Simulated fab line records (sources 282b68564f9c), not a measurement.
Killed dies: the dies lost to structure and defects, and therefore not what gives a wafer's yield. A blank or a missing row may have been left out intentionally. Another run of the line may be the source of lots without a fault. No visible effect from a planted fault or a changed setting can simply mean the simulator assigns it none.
Comparing a struck lot with a sound one / flow ritCmos / 23 steps out of a route of 202
Sound: these wafers, L467.1, L467.2, L467.3. The struck wafers were L476.2, L476.3, L476.6. Last of all comes the cause.
At each step with rows: each side's tool, then ch and its chambers, then its first start. Under that, the readings that differ: sound wafers / struck wafers / difference of the means / sigmas: that difference in standard deviations of wafers without a fault.
alike: readings with means less than 2 such deviations apart, plus words and numbers identical on both sides. not compared: withheld readings, readings lacking a value on some wafer, bounds such as >300 that could conceal the same value, and numbers that have no deviation in the record and whose values overlap.
Wherever a step has rows on one side only, a row that says differs or no value, or a row with sigmas, the two part there. Numbers that don't overlap but have no deviation are shown without sigmas and don't part them. Lack of a reading on every wafer of one side parts them only where that side has two or more wafers.

RIT_CONTACT_CD_MEAS_08: target cd 1000 nm.
  sound: cdSem-01 at day 3 09:22; struck: cdSem-01 at day 5 00:40
  alike: cdNm
RIT_CONTACT_OVL_MEAS_09:
  sound: overlay-01 at day 3 09:29; struck: overlay-02 at day 5 00:46
  alike: CONTACT_OVL
then, 1 step without rows for these wafers: RIT_CONTACT_HARDBAKE_10 (time 60 s).
RIT_CONTACT_ETCH_11: etches SiO2 in CHF3/CF4/Ar, stops on TiSi2, target depth 480 nm, time 320 s.
  sound on rieDiel-03 ch 0,1,3, day 3 09:40; struck on rieDiel-03 ch 1,2,3, day 5 00:56
  alike: CHF3_flow_sccm, drypumpMotorCurrentA, oesProductAu, rfFwdPowerW, throttleValvePct
  not compared: rfHoursCounterH
RIT_CONTACT_STRIP_12: strips in O2, time 180 s.
  sound on plasmaAsher-02 ch 0,1, day 3 09:52; struck on plasmaAsher-04 ch 0,1, day 5 01:08
  alike: drypumpMotorCurrentA, rfReflPowerW
  not compared: rfHoursCounterH
RIT_CONTACT_CD_MEAS_90: target cd 1000 nm.
  sound: cdSem-01 at day 3 10:02; struck: cdSem-02 at day 5 01:20
  alike: cdNm
then, 2 steps without rows for these wafers: RIT_CONTACT_CLEAN_13 (cleans in SC1, time 600 s); RIT_CONTACT_CLEAN_14 (cleans in SC2, time 600 s).
RIT_M1_SPUTTER_00: material Al, target thk 400 nm, time 500 s.
  sound: pvdSputter-03 at day 3 10:30; struck: pvdSputter-02 at day 5 01:58
  alike: cathodeDcPowerW, throttleValvePct
RIT_M1_RS_MEAS_01: uses a four-point probe to measure.
  sound: filmMetro-02 at day 3 10:48; struck: filmMetro-04 at day 5 02:16
  alike: M1_AL_RS
RIT_M1_THK_MEAS_02: measures by xrf.
  sound: filmMetro-02 at day 3 10:55; struck: filmMetro-04 at day 5 02:23
  alike: M1_AL_THK
then, 1 step without rows for these wafers: RIT_M1_HMDS_03 (prime time 60 s).
RIT_M1_COAT_04: resist thk 1300 nm.
  sound on lithoTrack-03 ch 0, day 3 11:08; struck on lithoTrack-02 ch 0, day 5 02:37
reading=spinSpeedRpm (rpm); sound=1998.4 2000.0 1998.1; struck=1867.1 1867.1 1867.2; difference=-131.7; sigmas=-99 or more
reading=model.NOVOLAK_of_M1_COAT_04.thkNm (nm); sound=1301 1304 1300; struck=1347 1348 1346; difference=+45; sigmas=
then, 4 steps without rows for these wafers: RIT_M1_SOFTBAKE_05 (time 60 s); RIT_M1_EXPOSE_06 (exposes mask M12, target cd 2600 nm); RIT_M1_PEB_07; RIT_M1_DEVELOP_08 (develop time 68 s).
RIT_M1_CD_MEAS_09: target cd 2600 nm.
  sound: cdSem-02 at day 3 12:04; struck: cdSem-01 at day 5 03:28
reading=cdNm (nm); sound=2598.8 2598.4 2602.1; struck=2604.3 2605.8 2605.6; difference=+5.5; sigmas=+3
RIT_M1_OVL_MEAS_10:
  sound: overlay-02 at day 3 12:11; struck: overlay-01 at day 5 03:34
  alike: M1_OVL
then, 1 step without rows for these wafers: RIT_M1_HARDBAKE_11 (time 120 s).
RIT_M1_METAL_ETCH_12: etches Al in Cl2/BCl3, stops on SiO2, time 165 s, target depth 600 nm.
  sound on rieMetal-04 ch 0,1, day 3 12:29; struck on rieMetal-04 ch 0,1, day 5 03:50
reading=model.NOVOLAK_of_M1_COAT_04.thkNm (nm); sound=807.4 801 801; struck=845 849.3 845.7; difference=+44; sigmas=
  alike: drypumpMotorCurrentA, mfcCl2Sccm, oesProductAu, rfFwdPowerW, throttleValvePct
  not compared: rfHoursCounterH
then, 1 step without rows for these wafers: RIT_M1_STRIP_13 (strips in nmp, time 600 s).
RIT_M1_PROBE_99:
  sound: prober-01 at day 3 15:31; struck: prober-01 at day 5 07:43
  alike: defectLimitedYield, killedAtContacts, killedAtFrontEnd, killedDies, killedOpen, killedShort, sort_bin_3_pad_short, sort_bin_5_function, sort_bin_6_memory, sortNPass, sortYieldPct

== WHERE THEY PART ==
Earliest at RIT_M1_COAT_04; latest, in this record, at RIT_M1_CD_MEAS_09. Later steps at which nothing parts them and some readings are alike: RIT_M1_OVL_MEAS_10, RIT_M1_METAL_ETCH_12, RIT_M1_PROBE_99.

WHY: whatever the simulator had introduced
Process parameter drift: lithoTrack-02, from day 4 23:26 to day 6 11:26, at RIT_M1_COAT_04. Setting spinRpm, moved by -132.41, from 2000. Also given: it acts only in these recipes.
